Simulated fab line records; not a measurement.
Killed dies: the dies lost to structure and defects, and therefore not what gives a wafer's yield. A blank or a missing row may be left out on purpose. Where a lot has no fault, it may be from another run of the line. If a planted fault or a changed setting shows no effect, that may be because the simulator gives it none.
fab line records | flow rit_cmos
record lots=15 | wafers=45 | last_day=7
route steps=202 shown PSD@149
lots that met no fault: from a run of the same line without faults
start_h: the number of hours between the record's first day and the start of the first shown wafer of the lot | wait_h: hours from the lot's prior step to this one | " unchanged from the row above | L1.1+2: one row covering several wafers at once | - no value, or no start given | * or withheld: withheld | < > ~ a bound
route shown NAME@n: names a module that has steps shown in the file, with the first one's number in the route | usual: mean/standard deviation of fault-free wafers | same: alike in all rows | chamber/n: place in a boat | sites: the reading at each site | _std_site: the values' standard deviation | _edge_site: the outer-site mean with the inner-site mean subtracted | radius_mm: how far each site lies from the wafer's centre | mask NAME#n: copy n | behind: tool/chamber where the wafer was last shaped | hold: what put the lot on hold/how long, in hours/how the hold closed | device: names the non-switching transistor (n, p or np) | end of line: tests run on the same wafers once the route is complete | a step without rows: its recipe alone | killed: not the wafer's yield, but the dies lost to structure and defects at the first sort | map: the dies of a wafer, with x for killed, . for not killed, _ for no die there
set.NAME: the setting as run; set.NAME@STEP: as run at that earlier step | model.NAME: the simulator's own value behind a step, which no gauge read
steps of the route over a sample of lots; a table a step, a row a wafer
## steps
# step RIT_PSD_HARDBAKE_07
# recipe resist=NOVOLAK | temp_c=140 | time_s=60
# usual heater_power_total_W=62.55/0.048 | plate_temp_C=140.00/0.15
# same time_s=60
lot.wafer | tool           | chamber | start_h | wait_h | heater_power_total_W | plate_temp_C
L424.2    | litho_track-01 | 0       | 52.00   | 0.2    | 62.57                | 139.98
L424.3    | "              | 0       | "       | "      | 62.55                | 140.10
L424.6    | "              | 0       | "       | "      | 62.59                | 140.02
L425.2    | litho_track-01 | 0       | 59.91   | 0.1    | 62.52                | 140.07
L425.3    | "              | 0       | "       | "      | 62.57                | 140.09
L425.4    | "              | 0       | "       | "      | 62.51                | 140.25
L427.2    | litho_track-04 | 0       | 68.80   | 0.1    | 62.64                | 140.12
L427.3    | "              | 0       | "       | "      | 62.60                | 140.13
L427.5    | "              | 0       | "       | "      | 62.50                | 140.07
L426.1    | litho_track-01 | 0       | 69.07   | 0.1    | 62.60                | 140.09
L426.2    | "              | 0       | "       | "      | 62.60                | 140.17
L426.3    | "              | 0       | "       | "      | 62.55                | 140.35
L428.2    | litho_track-01 | 0       | 70.50   | 0.0    | 62.61                | 140.23
L428.3    | "              | 0       | "       | "      | 62.55                | 140.32
L428.6    | "              | 0       | "       | "      | 62.50                | 140.15
L429.3    | litho_track-04 | 0       | 74.84   | 0.1    | 62.63                | 139.73
L429.4    | "              | 0       | "       | "      | 62.48                | 139.87
L429.6    | "              | 0       | "       | "      | 62.60                | 140.05
L433.4    | litho_track-04 | 0       | 98.62   | 0.1    | 63.63                | 141.93
L433.5    | "              | 0       | "       | "      | 63.64                | 141.88
L433.6    | "              | 0       | "       | "      | 63.60                | 141.94
L434.3    | litho_track-01 | 0       | 100.57  | 0.1    | 62.52                | 140.23
L434.4    | "              | 0       | "       | "      | 62.49                | 139.81
L434.6    | "              | 0       | "       | "      | 62.50                | 139.98
L435.1    | litho_track-04 | 0       | 107.54  | 0.0    | 63.67                | 141.99
L435.2    | "              | 0       | "       | "      | 63.67                | 141.90
L435.5    | "              | 0       | "       | "      | 63.64                | 141.90
L436.1    | litho_track-04 | 0       | 110.69  | 0.0    | 63.59                | 142.02
L436.2    | "              | 0       | "       | "      | 63.59                | 142.08
L436.6    | "              | 0       | "       | "      | 63.69                | 142.13
L438.3    | litho_track-02 | 0       | 119.08  | 0.1    | 62.54                | 139.98
L438.5    | "              | 0       | "       | "      | 62.60                | 139.86
L438.6    | "              | 0       | "       | "      | 62.50                | 139.96
L440.1    | litho_track-01 | 0       | 128.70  | 0.0    | 62.54                | 140.02
L440.2    | "              | 0       | "       | "      | 62.58                | 139.91
L440.5    | "              | 0       | "       | "      | 62.58                | 139.94
L441.1    | litho_track-01 | 0       | 136.51  | 0.0    | 62.55                | 139.86
L441.4    | "              | 0       | "       | "      | 62.54                | 139.84
L441.6    | "              | 0       | "       | "      | 62.58                | 140.00
L445.4    | litho_track-02 | 0       | 154.50  | 0.1    | 62.61                | 140.36
L445.5    | "              | 0       | "       | "      | 62.58                | 140.12
L445.6    | "              | 0       | "       | "      | 62.59                | 140.11
L447.2    | litho_track-02 | 0       | 163.61  | 0.0    | 62.44                | 139.95
L447.3    | "              | 0       | "       | "      | 62.55                | 139.97
L447.4    | "              | 0       | "       | "      | 62.47                | 139.94
## key
first_sign step=RIT_PSD_HARDBAKE_07 | reading=heater_power_total_W | direction=up | sigmas=22 | usual=62.55 | struck=63.63
effect step=RIT_PSD_HARDBAKE_07 | reading=plate_temp_C | direction=up | sigmas=13 | usual=* | struck=*
met_at RIT_PSD_HARDBAKE_07
struck_lots L433,L435,L436
tester_left_out L433,L435,L436
onset_between 74.84 98.62
fault kind=process_parameter_drift | tool=litho_track-04 | chamber=- | onset_h=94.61 | steps=RIT_PSD_HARDBAKE_07 | channel=temp_c | offset=* | shape=step | end_h=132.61 | acts_in=* | stated=*
# tester_left_out: of these lots the tester's yield and bins aren't shown, on N5 and GAA mostly nor the transistor test; their killed dies are dies lost to structure and defects alone, not to doping, threshold or leakage, so they don't give the yield
